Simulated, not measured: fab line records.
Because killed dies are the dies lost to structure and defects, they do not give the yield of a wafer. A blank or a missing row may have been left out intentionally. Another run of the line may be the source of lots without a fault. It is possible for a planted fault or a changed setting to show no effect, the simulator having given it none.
fab line records	flow rit_cmos
record: lots: 13	wafers: 39	last_day: 7
route steps=202 shown PWELL@45 GATE@96 NLDD@109 SPACER@128
lots with no fault: from the same line, run without faults
start_h: hours from the record's opening day to when the first of the lot's shown wafers began	wait_h: how many hours have passed since the lot's step before this one	" identical to the entry in the row above	L1.1+2: one row covering several wafers at once	- no value, or no start given	* or withheld: withheld	< > ~ a bound
route shown NAME@n: names a module that has steps shown in the file, with the first one's number in the route	usual: mean/standard deviation taken from wafers without a fault	same: alike in all rows	chamber/n: place in a boat	sites: the reading at each site	_std_site: how widely they spread, as a standard deviation	_edge_site: mean of outer sites minus mean of inner sites	radius_mm: how far each site lies from the wafer's centre	mask NAME#n: copy n	behind: the tool/chamber that last shaped the wafer	hold: reason for holding the lot/hours on hold/outcome of the hold	device: whichever transistor did not switch (one of n, p or np)	end of line: at the end of the route, the tests of the same wafers	step lacking rows: just its recipe	killed: dies lost to structure and defects at the first sort, not the wafer's yield	map: a wafer's dies, x killed, . not, _ none there
set.NAME: setting as actually run; set.NAME@STEP: the setting as run at that earlier step	model.NAME: the simulator's own value behind a step, which no gauge read
the route's steps for a sample of lots (tables are steps, rows are wafers)
services: a tool's chamber out of use, with start hour (start_h, from the record's first day; less than 0 if before it), hours out, and reason
== steps ==
step: RIT_PWELL_OVL_MEAS_06
usual: PWELL_OVL: 0.1/1.4
lot.wafer	tool	chamber	start_h	wait_h	PWELL_OVL[nm]
L929.3	overlay-01	-	23.15	-	0.8
L929.4	"	-	"	"	1.7
L929.5	"	-	"	"	0.4
L930.2	overlay-01	-	28.23	-	2.5
L930.4	"	-	"	"	1.5
L930.6	"	-	"	"	1.4
L931.1	overlay-01	-	33.20	-	-0.1
L931.2	"	-	"	"	-0.4
L931.4	"	-	"	"	-0.2
L932.3	overlay-02	-	37.43	-	0.7
L932.4	"	-	"	"	0.9
L932.5	"	-	"	"	0.5
L933.1	overlay-02	-	45.11	-	0.6
L933.3	"	-	"	"	1.6
L933.6	"	-	"	"	1.3
L934.4	overlay-01	-	48.57	-	1.1
L934.5	"	-	"	"	0.2
L934.6	"	-	"	"	1.9
L935.1	overlay-01	-	53.11	-	-1.0
L935.4	"	-	"	"	1.0
L935.5	"	-	"	"	-0.7
L941.2	overlay-02	-	82.16	-	-0.4
L941.3	"	-	"	"	-0.7
L941.6	"	-	"	"	0.2
L945.2	overlay-02	-	102.77	-	2.0
L945.5	"	-	"	"	0.5
L945.6	"	-	"	"	1.9
L946.1	overlay-01	-	106.98	-	-1.6
L946.3	"	-	"	"	-2.4
L946.6	"	-	"	"	-1.7
L948.2	overlay-01	-	116.84	-	-1.4
L948.3	"	-	"	"	-0.4
L948.4	"	-	"	"	-3.1
L951.2	overlay-02	-	132.87	-	-1.9
L951.3	"	-	"	"	1.0
L951.6	"	-	"	"	-1.1
L952.1	overlay-01	-	137.07	-	-0.5
L952.2	"	-	"	"	0.0
L952.5	"	-	"	"	-3.2
step: RIT_GATE_STRIP_20
recipe: chemistry: O2	time_s: 180	resist: NOVOLAK	platen_temp_c: withheld	power_w: 500	pressure_mtorr: 4000	o2_flow_sccm: 4000
usual: chamber_pressure_mTorr: 4000/3.9	drypump_motor_current_A: 5.5/0.37
lot.wafer	tool	chamber	start_h	wait_h	chamber_pressure_mTorr	drypump_motor_current_A	rf_hours_counter_h
L929.3	plasma_asher-01	0	42.00	0.1	3995	5.4	-
L929.4	"	1	"	"	4005	6.2	-
L929.5	"	0	"	"	4005	5.4	-
L930.2	plasma_asher-03	1	43.37	0.1	4001	5.4	41
L930.4	"	0	"	"	4004	5.8	-
L930.6	"	0	"	"	4004	5.8	-
L931.1	plasma_asher-03	1	52.26	0.1	3996	5.4	42
L931.2	"	0	"	"	3997	5.8	42
L931.4	"	0	"	"	4005	5.8	-
L932.3	plasma_asher-04	1	54.00	0.1	3999	5.5	-
L932.4	"	0	"	"	3997	4.9	-
L932.5	"	1	"	"	3993	5.5	-
L933.1	plasma_asher-03	1	60.76	0.1	3996	5.4	44
L933.3	"	0	"	"	3997	5.9	-
L933.6	"	0	"	"	3995	5.9	-
L934.4	plasma_asher-03	1	62.90	0.1	3996	5.4	-
L934.5	"	1	"	"	4001	5.4	-
L934.6	"	0	"	"	3996	5.9	-
L935.1	plasma_asher-03	1	67.58	0.1	3998	5.4	45
L935.4	"	0	"	"	3997	5.9	-
L935.5	"	1	"	"	4004	5.4	-
L941.2	plasma_asher-04	1	96.43	0.1	3996	5.5	30
L941.3	"	0	"	"	4001	4.9	-
L941.6	"	1	"	"	3996	5.5	-
L945.2	plasma_asher-03	1	117.01	0.1	4002	5.4	50
L945.5	"	1	"	"	4000	5.4	-
L945.6	"	0	"	"	4007	5.8	-
L946.1	plasma_asher-04	1	121.11	0.1	3994	5.5	34
L946.3	"	0	"	"	3998	4.9	-
L946.6	"	1	"	"	4007	5.6	-
L948.2	plasma_asher-04	0	131.75	0.2	3998	4.9	35
L948.3	"	0	"	"	4009	4.9	-
L948.4	"	1	"	"	4000	5.5	-
L951.2	plasma_asher-01	0	148.18	0.1	3996	5.4	49
L951.3	"	1	"	"	3997	6.2	-
L951.6	"	0	"	"	3998	5.4	-
L952.1	plasma_asher-04	0	151.40	0.1	3994	4.9	37
L952.2	"	1	"	"	4002	5.5	37
L952.5	"	1	"	"	4004	5.6	-
step: RIT_NLDD_OVL_MEAS_06
usual: NLDD_OVL: 0.0/1.3
lot.wafer	tool	chamber	start_h	wait_h	NLDD_OVL[nm]
L929.3	overlay-02	-	47.09	-	-0.4
L929.4	"	-	"	"	0.5
L929.5	"	-	"	"	0.6
L930.2	overlay-02	-	47.62	-	-0.5
L930.4	"	-	"	"	-0.1
L930.6	"	-	"	"	-0.1
L931.1	overlay-01	-	56.51	-	0.5
L931.2	"	-	"	"	-1.0
L931.4	"	-	"	"	-1.7
L932.3	overlay-02	-	58.25	-	2.4
L932.4	"	-	"	"	3.1
L932.5	"	-	"	"	0.4
L933.1	overlay-01	-	65.51	-	2.5
L933.3	"	-	"	"	1.4
L933.6	"	-	"	"	0.7
L934.4	overlay-02	-	67.19	-	1.4
L934.5	"	-	"	"	-0.6
L934.6	"	-	"	"	1.2
L935.1	overlay-01	-	71.93	-	-0.8
L935.4	"	-	"	"	-0.4
L935.5	"	-	"	"	-1.4
L941.2	overlay-01	-	100.72	-	0.2
L941.3	"	-	"	"	0.1
L941.6	"	-	"	"	-0.4
L945.2	overlay-01	-	121.38	-	2.6
L945.5	"	-	"	"	1.6
L945.6	"	-	"	"	0.8
L946.1	overlay-02	-	125.40	-	0.5
L946.3	"	-	"	"	1.5
L946.6	"	-	"	"	0.4
L948.2	overlay-01	-	136.77	-	-1.2
L948.3	"	-	"	"	1.0
L948.4	"	-	"	"	-1.9
L951.2	overlay-01	-	152.31	-	1.1
L951.3	"	-	"	"	1.5
L951.6	"	-	"	"	0.2
L952.1	overlay-01	-	155.56	-	0.6
L952.2	"	-	"	"	0.9
L952.5	"	-	"	"	0.3
step: RIT_SPACER_CVD_03
recipe: material: Si3N4	target_thk_nm: 250	temp_c: 810	precursor: SiH2Cl2/NH3	time_s: 3300	pressure_mtorr: 300	sih2cl2_flow_sccm: 58.78	nh3_flow_sccm: 150
usual: spike_tc_centre_C: 812.6/1.5	spike_tc_load_C: 836.4/1.5	spike_tc_source_C: 833.0/2.4
lot.wafer	tool	chamber	start_h	wait_h	spike_tc_centre_C	spike_tc_load_C	spike_tc_source_C
L929.3	lpcvd-02	0	49.58	0.0	811.7	838.0	830.8
L929.4	"	0	"	"	810.8	838.6	830.4
L929.5	"	0	"	"	812.5	836.7	830.6
L930.2	lpcvd-02	1	51.50	1.4	811.8	837.9	835.7
L930.4	"	1	"	"	811.1	837.6	835.2
L930.6	"	1	"	"	812.6	836.2	836.7
L931.1	lpcvd-02	1	58.93	0.0	813.9	838.1	835.4
L931.2	"	1	"	"	814.5	838.4	834.2
L931.4	"	1	"	"	811.6	836.9	834.1
L932.3	lpcvd-01	1	61.52	0.9	811.4	835.9	830.7
L932.4	"	1	"	"	811.2	834.0	831.1
L932.5	"	1	"	"	813.1	835.6	830.3
L933.1	lpcvd-01	0	67.98	0.0	812.9	834.3	835.1
L933.3	"	0	"	"	813.8	834.4	836.7
L933.6	"	0	"	"	814.2	836.1	834.9
L934.4	lpcvd-01	0	69.90	0.2	813.9	836.5	836.2
L934.5	"	0	"	"	812.9	835.7	836.7
L934.6	"	0	"	"	814.8	836.7	833.8
L935.1	lpcvd-01	0	74.58	0.0	812.9	835.5	833.6
L935.4	"	0	"	"	816.0	837.6	835.6
L935.5	"	0	"	"	813.9	835.0	836.1
L941.2	lpcvd-01	1	103.08	0.0	831.6	856.0	850.3
L941.3	"	1	"	"	831.0	853.9	848.7
L941.6	"	1	"	"	831.8	855.2	850.4
L945.2	lpcvd-02	1	124.24	0.3	812.3	835.7	833.6
L945.5	"	1	"	"	813.6	839.2	833.5
L945.6	"	1	"	"	811.0	837.6	835.2
L946.1	lpcvd-02	1	128.01	0.0	813.0	838.5	833.5
L946.3	"	1	"	"	812.2	836.2	835.9
L946.6	"	1	"	"	812.4	837.1	834.5
L948.2	lpcvd-01	0	139.25	0.0	813.5	837.9	835.4
L948.3	"	0	"	"	813.1	834.3	836.3
L948.4	"	0	"	"	814.1	836.6	835.1
L951.2	lpcvd-02	0	154.79	0.0	810.2	838.9	831.8
L951.3	"	0	"	"	812.6	837.0	829.7
L951.6	"	0	"	"	811.9	836.8	829.9
L952.1	lpcvd-02	1	158.05	0.0	810.9	837.3	834.1
L952.2	"	1	"	"	812.6	838.2	834.6
L952.5	"	1	"	"	810.9	835.3	835.2
step: RIT_SPACER_THK_MEAS_04
recipe: reads: Si3N4_of_SPACER_CVD_03
usual: SPACER_NITRIDE_THK: 248.7/2.5
lot.wafer	tool	chamber	start_h	wait_h	SPACER_NITRIDE_THK[nm]
L929.3	film_metro-02	-	51.52	0.0	253.5
L929.4	"	-	"	"	254.5
L929.5	"	-	"	"	253.6
L930.2	film_metro-01	-	53.42	0.0	248.7
L930.4	"	-	"	"	248.8
L930.6	"	-	"	"	249.1
L931.1	film_metro-02	-	61.81	0.0	248.1
L931.2	"	-	"	"	247.6
L931.4	"	-	"	"	246.1
L932.3	film_metro-03	-	63.46	0.0	245.5
L932.4	"	-	"	"	243.9
L932.5	"	-	"	"	243.5
L933.1	film_metro-01	-	69.90	0.0	250.4
L933.3	"	-	"	"	250.1
L933.6	"	-	"	"	251.3
L934.4	film_metro-03	-	71.85	0.0	248.6
L934.5	"	-	"	"	246.5
L934.6	"	-	"	"	249.1
L935.1	film_metro-02	-	76.50	0.0	247.1
L935.4	"	-	"	"	244.8
L935.5	"	-	"	"	247.7
L941.2	film_metro-03	-	105.00	0.0	356.5
L941.3	"	-	"	"	354.0
L941.6	"	-	"	"	354.2
L945.2	film_metro-01	-	127.12	0.0	249.1
L945.5	"	-	"	"	252.9
L945.6	"	-	"	"	249.5
L946.1	film_metro-01	-	130.88	0.0	246.9
L946.3	"	-	"	"	248.9
L946.6	"	-	"	"	247.5
L948.2	film_metro-01	-	141.17	0.0	247.8
L948.3	"	-	"	"	248.2
L948.4	"	-	"	"	245.9
L951.2	film_metro-01	-	156.72	0.0	248.4
L951.3	"	-	"	"	245.2
L951.6	"	-	"	"	246.9
L952.1	film_metro-01	-	159.97	0.0	248.6
L952.2	"	-	"	"	249.2
L952.5	"	-	"	"	247.9
step: RIT_SPACER_ETCHBACK_05
recipe: target_depth_a: 2500	SF6_flow_sccm: 30	CHF3_flow_sccm: 30	target: Si3N4	chemistry: SF6/CHF3	pressure_mtorr: 40	rf_w: 250	time_s: 240	stop_on: SiO2
usual: CHF3_flow_sccm: 30.00/0.081	SF6_flow_sccm: 30.01/0.087	chamber_pressure_mTorr: 39.99/0.032	drypump_motor_current_A: 5.8/0.48	oes_product_au: 0.837/0.015	throttle_valve_pct: 10.31/0.093
lot.wafer	tool	chamber	start_h	wait_h	CHF3_flow_sccm	SF6_flow_sccm	chamber_pressure_mTorr	drypump_motor_current_A	oes_product_au	rf_hours_counter_h	throttle_valve_pct
L929.3	rie_diel-03	2	51.56	0.0	29.89	29.99	40.01	5.6	0.832	6	10.29
L929.4	"	1	"	"	29.94	30.11	40.01	6.3	0.852	83	10.32
L929.5	"	0	"	"	29.98	29.85	39.95	5.7	0.844	-	10.27
L930.2	rie_diel-02	3	53.47	0.0	29.95	30.02	39.97	5.7	0.832	6	10.30
L930.4	"	2	"	"	29.96	29.93	39.95	6.3	0.851	49	10.35
L930.6	"	0	"	"	29.93	29.98	39.99	4.9	0.830	-	10.09
L931.1	rie_diel-02	1	61.87	0.1	30.15	30.02	40.00	6.5	0.857	31	10.32
L931.2	"	0	"	"	30.07	29.97	39.98	4.9	0.828	140	10.10
L931.4	"	3	"	"	29.93	30.04	40.00	5.7	0.822	6	10.31
L932.3	rie_diel-03	3	63.50	0.0	29.93	30.00	40.07	5.7	0.809	124	10.34
L932.4	"	1	"	"	30.07	30.02	39.99	6.3	0.836	84	10.31
L932.5	"	1	"	"	30.10	29.97	40.00	6.3	0.823	-	10.31
L933.1	rie_diel-01	2	69.96	0.1	30.05	29.99	39.96	6.2	0.851	74	10.34
L933.3	"	1	"	"	30.18	30.04	39.97	5.2	0.847	25	10.12
L933.6	"	0	"	"	29.98	29.87	39.97	5.6	0.838	-	10.35
L934.4	rie_diel-02	2	71.88	0.0	29.93	29.94	39.93	6.3	0.847	49	10.35
L934.5	"	0	"	"	29.99	30.04	39.99	4.9	0.831	-	10.10
L934.6	"	3	"	"	30.06	30.09	39.95	5.7	0.822	-	10.29
L935.1	rie_diel-03	0	76.56	0.1	30.09	30.03	39.99	5.6	0.839	2	10.26
L935.4	"	1	"	"	30.11	29.94	39.98	6.3	0.826	84	10.33
L935.5	"	3	"	"	30.01	30.19	40.03	5.7	0.811	-	10.34
L941.2	rie_diel-01	1	105.05	0.0	29.99	30.00	39.97	5.2	1.003	26	10.20
L941.3	"	2	"	"	29.85	30.06	40.03	6.2	1.005	75	10.40
L941.6	"	3	"	"	29.97	30.09	40.08	5.2	0.976	-	10.51
L945.2	rie_diel-02	1	127.17	0.0	29.94	30.05	40.06	6.5	0.867	32	10.32
L945.5	"	2	"	"	30.11	29.97	39.94	6.3	0.866	-	10.38
L945.6	"	1	"	"	30.11	30.01	39.96	6.5	0.860	-	10.35
L946.1	rie_diel-01	2	130.94	0.1	30.00	29.85	40.01	6.2	0.840	75	10.35
L946.3	"	3	"	"	30.04	29.91	39.95	5.1	0.823	85	10.45
L946.6	"	2	"	"	30.03	29.95	39.96	6.2	0.852	-	10.33
L948.2	rie_diel-02	1	141.22	0.0	30.01	29.98	40.02	6.5	0.859	32	10.33
L948.3	"	0	"	"	29.86	29.94	39.95	4.9	0.830	141	10.10
L948.4	"	3	"	"	30.10	30.03	39.98	5.7	0.826	8	10.30
L951.2	rie_diel-01	0	156.77	0.0	30.01	30.09	40.03	5.6	0.833	122	10.36
L951.3	"	2	"	"	30.05	30.07	40.00	6.2	0.845	76	10.34
L951.6	"	3	"	"	29.98	30.07	40.02	5.1	0.820	-	10.47
L952.1	rie_diel-01	3	160.03	0.1	29.84	29.84	39.99	5.1	0.822	86	10.46
L952.2	"	1	"	"	30.00	30.09	40.00	5.3	0.831	27	10.13
L952.5	"	3	"	"	29.97	29.88	39.95	5.2	0.823	-	10.47
== services ==
tool	chamber	start_h	hours	kind
plasma_asher-01	-	26.35	2.8	pm
plasma_asher-04	-	38.69	1.9	repair
rie_diel-01	-	49.81	14.6	pm
plasma_asher-04	-	55.52	12.9	repair
plasma_asher-01	-	61.46	1.8	repair
lpcvd-02	-	61.97	1.0	repair
rie_diel-02	3	86.45	1.7	repair
rie_diel-02	3	96.32	2.8	repair
plasma_asher-03	-	96.68	6.2	repair
rie_diel-03	0	99.66	7.5	repair
rie_diel-01	3	118.27	4.3	repair
rie_diel-02	0	120.36	8.5	repair
plasma_asher-01	-	128.92	8.7	repair
plasma_asher-03	-	147.66	7.8	repair
rie_diel-02	3	158.04	9.7	repair
== key ==
first_sign: step: RIT_SPACER_CVD_03	reading: spike_tc_centre_C	direction: up	sigmas: 13	usual: 812.6	struck: 831.5
effect: step: RIT_SPACER_CVD_03	reading: spike_tc_load_C	direction: up	sigmas: 13	usual: 836.4	struck: 855.0
effect: step: RIT_SPACER_THK_MEAS_04	reading: SPACER_NITRIDE_THK	direction: up	sigmas: 42	usual: 248.7	struck: 354.9
effect: step: RIT_SPACER_ETCHBACK_05	reading: oes_product_au	direction: up	sigmas: 11	usual: 0.837	struck: 0.995
met_at RIT_SPACER_CVD_03
struck_lots L941
struck_wafers L941.2,L941.3,L941.6
later_rows_left_out L941.2,L941.3,L941.6
sort_left_out L941.2,L941.3,L941.6
tester_left_out L941
not_acting_at RIT_PWELL_OVL_MEAS_06,RIT_GATE_STRIP_20,RIT_NLDD_OVL_MEAS_06
onset_between 61.52 103.08
fault: kind: process_parameter_drift	tool: lpcvd-01	chamber: 1	onset_h: 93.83	steps: RIT_SPACER_CVD_03	channel: temp_c	offset: *	shape: step	end_h: 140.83	acts_in: *	stated: *
tester_left_out: of these lots the tester's yield and bins aren't shown, on N5 and GAA mostly nor the transistor test; their killed dies are dies lost to structure and defects alone, not to doping, threshold or leakage, so they don't give the yield
sort_left_out: the simulated sort isn't trusted on such a fault, so these wafers' sort isn't shown, and their yield isn't known
later_rows_left_out: the simulator's readings of these wafers behind a module that went badly wrong aren't trusted and aren't shown, but for the sort
